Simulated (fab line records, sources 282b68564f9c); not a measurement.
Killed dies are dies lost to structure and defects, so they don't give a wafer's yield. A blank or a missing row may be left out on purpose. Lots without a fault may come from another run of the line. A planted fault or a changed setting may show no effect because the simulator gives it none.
A struck lot beside a sound one | flow rit_cmos | 15 steps out of a route of 202
Sound: wafers L550.2, L550.4, L550.6. Struck: wafers L559.3, L559.4, L559.5. The cause comes at the end.
At each step with rows: each side's tool, then ch and its chambers, then its first start. Under that, the readings that differ: sound wafers | struck wafers | difference of the means | sigmas: that difference in standard deviations of wafers without a fault.
alike: readings whose means differ by less than 2 such deviations, and words and numbers that are the same on both sides. not compared: withheld readings, readings that some wafer has no value for, bounds like >300 that may hide the same value, and numbers for which the record gives no deviation and whose values overlap.
The two part at a step that has a row with sigmas, a row that says differs or no value, or rows on one side only. Numbers that don't overlap but have no deviation are shown without sigmas and don't part them. A reading that every wafer of one side lacks parts them only if that side has two wafers or more.

RIT_M1_SPUTTER_00: material Al, target thk 400 nm, time 500 s.
  sound on pvd_sputter-03, day 5 07:05; struck on pvd_sputter-02, day 7 04:00
  alike: throttle_valve_pct
RIT_M1_RS_MEAS_01: measures by four-point-probe.
  sound on film_metro-02, day 5 07:24; struck on film_metro-04, day 7 04:20
  alike: M1_AL_RS
RIT_M1_THK_MEAS_02: measures by xrf.
  sound on film_metro-02, day 5 07:31; struck on film_metro-04, day 7 04:26
  alike: M1_AL_THK
then, 6 steps without rows for these wafers: RIT_M1_HMDS_03 (prime time 60 s); RIT_M1_COAT_04 (resist thk 1300 nm); RIT_M1_SOFTBAKE_05 (time 60 s); RIT_M1_EXPOSE_06 (exposes mask M12, target cd 2600 nm); RIT_M1_PEB_07; RIT_M1_DEVELOP_08 (develop time 68 s).
RIT_M1_CD_MEAS_09: target cd 2600 nm.
  sound on cd_sem-02, day 5 08:28; struck on cd_sem-02, day 7 05:34
  alike: cd_nm
RIT_M1_OVL_MEAS_10:
  sound on overlay-01, day 5 08:34; struck on overlay-01, day 7 05:40
  reading     | sound       | struck         | difference | sigmas
  M1_OVL (nm) | 0.8 0.6 0.8 | -2.7 -2.4 -1.8 | -3.0       | -2
then, 1 step without rows for these wafers: RIT_M1_HARDBAKE_11 (time 120 s).
RIT_M1_METAL_ETCH_12: etches Al in Cl2/BCl3, stops on SiO2, time 165 s, target depth 600 nm.
  sound on rie_metal-01 ch 0,1, day 5 08:50; struck on rie_metal-01 ch 0,1, day 7 05:59
  reading                                 | sound             | struck                  | difference | sigmas
  oes_product_au (a.u.)                   | 0.790 0.756 0.789 | 0.833 0.870 0.829       | +0.066     | +5
  over_etch_frac                          | 0.5 0.5 0.5       | 0.30257 0.30257 0.30257 | -0.19743   |
  model.NOVOLAK_of_M1_COAT_04.thk_nm (nm) | 804.1 806.5 807.6 | 843.6 847 847.3         | +39.9      |
  alike: drypump_motor_current_A, throttle_valve_pct
  not compared: rf_hours_counter_h
then, 1 step without rows for these wafers: RIT_M1_STRIP_13 (strips in nmp, time 600 s).
RIT_M1_PROBE_99:
  sound on prober-02, day 5 11:08; struck on prober-01, day 7 09:01
  alike: defect_limited_yield, killed_at_front_end, killed_dies, killed_open, killed_short, sort_bin_3_pad_short, sort_bin_5_function, sort_bin_6_memory, sort_n_pass, sort_yield_pct
  not compared: model.etest.antenna_m1.vt_shift_v

WHERE THEY PART
First at RIT_M1_OVL_MEAS_10; last, within this record, at RIT_M1_METAL_ETCH_12. Later steps at which nothing parts them and some readings are alike: RIT_M1_PROBE_99.

WHY: what the simulator had put in
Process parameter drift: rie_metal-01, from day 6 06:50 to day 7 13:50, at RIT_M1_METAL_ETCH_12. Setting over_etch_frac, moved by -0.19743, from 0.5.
